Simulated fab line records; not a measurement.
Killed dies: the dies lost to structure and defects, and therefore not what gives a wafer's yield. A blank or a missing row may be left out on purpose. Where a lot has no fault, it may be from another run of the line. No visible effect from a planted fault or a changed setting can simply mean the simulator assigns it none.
A struck lot beside a sound one	flow berkeley-cmos170	18 out of 331 route steps
Sound: the wafers L548.1, L548.5, L548.6. Wafers struck: L557.1, L557.3, L557.5. The cause comes at the end.
Each step with rows lists, per side, the tool, then ch with its chambers, then its first start. Under that, the readings that differ: sound wafers	struck wafers	difference of the means	sigmas: that difference in standard deviations of wafers without a fault.
alike: readings whose means differ by less than 2 such deviations, and words and numbers that are the same on both sides. not compared: withheld readings, readings that some wafer has no value for, bounds like >300 that may hide the same value, and numbers for which the record gives no deviation and whose values overlap.
The two part at a step that has a row with sigmas, a row that says differs or no value, or rows on one side only. Non-overlapping numbers with no deviation appear without sigmas and do not part them. A reading that every wafer of one side lacks parts them only if that side has two wafers or more.

first, 2 steps without rows for these wafers: UCB170_GATE_PEB_10; UCB170_GATE_DEVELOP_11 (develop time 45 s).
UCB170_GATE_CD_MEAS_12 targets a cd of 350 nm.
  sound on cd-sem-01 at day 9 19:08; struck on cd-sem-02 at day 11 14:49
  alike: cd-nm
UCB170_GATE_OVL_MEAS_13:
  sound on overlay-02 at day 9 19:16; struck on overlay-02 at day 11 14:56
  alike: GATE_OVL
UCB170_GATE_ETCH_14: etches BARC in N2/H2.
  sound on rie-diel-01 ch 0,3, day 9 19:18; struck on rie-diel-04 ch 0,2,3, day 11 14:58
  alike: drypump-motor-current-A, h2-flow-sccm, oes-product-au, throttle-valve-pct
UCB170_GATE_ETCH_15: etches poly-Si in HBr/Cl2, stops on SiO2, time 57.48 s, target depth 278.2 nm.
  sound on rie-si-02 ch 0,1,3, day 9 19:20; struck on rie-si-01 ch 1,2,3, day 11 15:01
  alike: drypump-motor-current-A, mfc-cl2-sccm, oes-product-au, throttle-valve-pct
  not compared: rf-hours-counter-h
UCB170_GATE_STRIP_16: strips in O2.
  sound on plasma-asher-04 ch 0,1, day 9 19:23; struck on plasma-asher-03 ch 0,1, day 11 15:04
  alike: drypump-motor-current-A, oes-product-au
  not compared: rf-hours-counter-h
UCB170_GATE_CD_MEAS_90 targets a cd of 350 nm.
  sound on cd-sem-02 at day 9 19:29; struck on cd-sem-01 at day 11 15:10
  alike: cd-nm
then, 4 steps without rows for these wafers: UCB170_GATE_CLEAN_17 (cleans in SPM, time 600 s); UCB170_PLDD_HMDS_00 (prime time 60 s); UCB170_PLDD_COAT_01 (resist thk 900 nm); UCB170_PLDD_SOFTBAKE_02 (time 60 s).
UCB170_PLDD_EXPOSE_03: exposes mask PSELECT, target cd 1200 nm.
  sound on krf-scanner-01 ch 0, day 9 21:26; struck on krf-scanner-01 ch 0, day 11 18:04
reading	sound	struck	difference	sigmas
model.PLDD.overlay-x-nm (nm)	-1.2 -1.2 -1.2	313 313 313	+314	
  alike: mask, stage-vel-mm-s
then, 2 steps without rows for these wafers: UCB170_PLDD_PEB_04; UCB170_PLDD_DEVELOP_05 (develop time 45 s).
UCB170_PLDD_CD_MEAS_06 targets a cd of 1200 nm.
  sound on cd-sem-01 at day 9 21:49; struck on cd-sem-01 at day 11 18:44
reading	sound	struck	difference	sigmas
cd-nm (nm)	1200.9 1201.1 1202.1	1196.8 1197.8 1197.4	-4.0	-3
UCB170_PLDD_OVL_MEAS_07:
  sound on overlay-01 at day 9 21:56; struck on overlay-01 at day 11 19:04
reading	sound	struck	difference	sigmas
PLDD_OVL (nm)	-2 -6 -9	315 315 309	+319	+60
  not compared: hold
UCB170_M3_PROBE_99:
  sound wafers here have rows in the record (prober-01, day 11 14:29); struck ones have none

WHERE THEY PART
At UCB170_PLDD_CD_MEAS_06 first; at UCB170_M3_PROBE_99 last (within this record only).

WHY: what had been put in by the simulator
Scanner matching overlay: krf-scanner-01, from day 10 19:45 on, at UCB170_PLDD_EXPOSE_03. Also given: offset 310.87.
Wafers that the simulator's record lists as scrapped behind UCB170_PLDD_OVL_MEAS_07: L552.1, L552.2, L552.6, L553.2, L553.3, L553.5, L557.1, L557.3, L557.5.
